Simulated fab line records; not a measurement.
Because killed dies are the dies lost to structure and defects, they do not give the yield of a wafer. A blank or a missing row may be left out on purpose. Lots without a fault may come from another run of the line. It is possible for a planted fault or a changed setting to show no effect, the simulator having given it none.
A sampling plan put to the test    flow berkeley-cmos170    one fab line, 6 faults that these records tell of, each judged on the records of the lots that it struck
The line's own looks make up the plan; these are the steps of the route where a gauge or inspection reads the wafer and leaves it unchanged. A look is open to judgement when struck wafers have a number at it and the file gives its usual mean and standard deviation on fault-free wafers. Caught: the struck wafers' mean, at a look after the fault's first step, is 4 or more of those standard deviations (sigma) away from the usual mean. On the tool: the fault's steps, tested the same way using the tool's own readings. Also counted as caught: the struck wafers showing another recipe, or a record that is empty for them alone.

== THE FAULTS, as the simulator had put them in ==
1. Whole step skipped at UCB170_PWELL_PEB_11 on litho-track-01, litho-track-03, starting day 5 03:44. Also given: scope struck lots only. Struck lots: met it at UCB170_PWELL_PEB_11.
2. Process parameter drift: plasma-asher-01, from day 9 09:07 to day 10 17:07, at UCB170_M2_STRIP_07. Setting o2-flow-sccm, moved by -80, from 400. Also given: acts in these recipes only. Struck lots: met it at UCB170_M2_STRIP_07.
3. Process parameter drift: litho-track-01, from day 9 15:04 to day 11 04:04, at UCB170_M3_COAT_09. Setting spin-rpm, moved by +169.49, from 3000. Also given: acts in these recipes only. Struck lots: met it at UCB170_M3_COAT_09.
4. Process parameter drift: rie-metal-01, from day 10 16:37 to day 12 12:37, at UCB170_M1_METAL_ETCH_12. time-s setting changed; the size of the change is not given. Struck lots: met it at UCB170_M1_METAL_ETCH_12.
5. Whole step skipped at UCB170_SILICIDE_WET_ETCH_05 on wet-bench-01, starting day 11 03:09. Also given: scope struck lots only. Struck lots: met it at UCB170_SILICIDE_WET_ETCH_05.
6. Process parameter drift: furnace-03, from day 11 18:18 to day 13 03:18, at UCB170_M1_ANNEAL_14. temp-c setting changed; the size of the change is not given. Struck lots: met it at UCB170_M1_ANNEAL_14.

== WHAT THE PLAN SAW ==
fault  on the tool itself                                first look that catches it                    reading, sigma  median hours from its first step to that look  hours from the fault's start to the first struck lot there  judged looks passed uncaught
1      the tool's record is blank for the struck wafers  no look after it can be judged                -               -                                              -                                                           0
2      o2-flow-sccm -62 sigma                            no look after it can be judged                -               -                                              -                                                           0
3      spin-speed-rpm +88 sigma                          no look after it can be judged                -               -                                              -                                                           0
4      run-length-s -24 sigma                            not the one look that can be judged after it  -               -                                              -                                                           1
5      the tool's record is blank for the struck wafers  no look after it can be judged                -               -                                              -                                                           0
6      tube-center-temp-C -99 or beyond sigma            not the one look that can be judged after it  -               -                                              -                                                           1
Dash: fault not caught, or number not given in these records.

Caught at a look: 0 of 6. Caught on the tool: 6 of 6. By one or the other: 6 of 6.
Faults 1, 2, 3, 4, 5, 6 were caught on the tool alone.
